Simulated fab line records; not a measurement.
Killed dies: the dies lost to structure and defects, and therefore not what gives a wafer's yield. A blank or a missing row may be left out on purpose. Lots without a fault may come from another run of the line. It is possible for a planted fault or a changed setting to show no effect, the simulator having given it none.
Code-filled problem report in 8D (eight disciplines) form	flow berkeleyCmos170	the parts of the form that need people (team, actions taken, sign-off) are left out

## 1. WHAT WENT WRONG
Wafers without a fault read 21.00 C, standard deviation 0.1; developerTempC at UCB170_PLDD_DEVELOP_05 reads a mean of 21.77 C on 6 wafers belonging to 2 lots. That is +7.7 standard deviations from the usual mean.
The step: develop time 45 s.
Seen first at day 9 09:00 on lithoTrack-01, wafer L509.2. At this step, 42 wafers from 14 lots have a number in the record. Rule for "out" (also "out of limits"): further than 4 standard deviations from the usual mean. Any other wafer with a number is counted as sound.

## 2. WHAT IT IS, AND WHAT IT ISN'T
question	is	is not
which readings at this step	developerTempC	-
which lots	L509, L510	L494, L495, L496, L497, L498, L500, L502, L503, L505, L513, L514, L515
which wafers of those lots	all that have a number	-
read on which tools	lithoTrack-01	lithoTrack-03, lithoTrack-04
when	from day 9 09:00	up to then (27 sound wafers); but 9 sound wafers of L513, L514, L515 came after

## 3. THE SUSPECTS, EACH WITH WHAT RULES IT OUT
Counting: a tool stays on the suspect list if, at a process step up to the reading, it processed all lots that are out and no sound lot following the first of them.
- lithoTrack-01 at UCB170_PLDD_DEVELOP_05 (develop time 45 s): kept. Every lot that is out went through it, starting with L509 (day 9 09:00), and after that it ran no sound lot; the last sound lot it ran before then is L505 (day 8 16:00). Its own developerTempC readings are out on those wafers.
Remaining after the count: lithoTrack-01 at UCB170_PLDD_DEVELOP_05.

## 4. THE CAUSE (what the simulator had put in)
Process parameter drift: lithoTrack-01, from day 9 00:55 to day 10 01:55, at UCB170_PLDD_DEVELOP_05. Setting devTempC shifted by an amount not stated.
After counting, this tool was the only one left.

## 5. THE EFFECT CHAIN, in route order
Each row: a reading whose mean over the struck wafers that have a number lies more than 3 standard deviations from the usual. Only readings whose record carries a usual standard deviation are examined. hours: median over the lots of the time between each lot's start at the first step of this table that gives one and its start at this step. sigmas: the change, counted in usual standard deviations.
hours	step	reading	usual	on struck wafers	change	sigmas
0	UCB170_PLDD_DEVELOP_05	developerTempC	21.00 C	21.77	+0.77	+7.7
Here are the process steps it includes:
- UCB170_PLDD_DEVELOP_05: develop time 45 s.
At these later measuring or inspecting steps, every struck wafer for which the step has a row has a number for every such reading, and none has moved that far: UCB170_V1_BOW_MEAS_03.

## 6. WHAT WOULD HAVE CAUGHT IT SOONER
First out-of-limits reading in this record: day 9 09:00, which is 8 hours after fault onset at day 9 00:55.
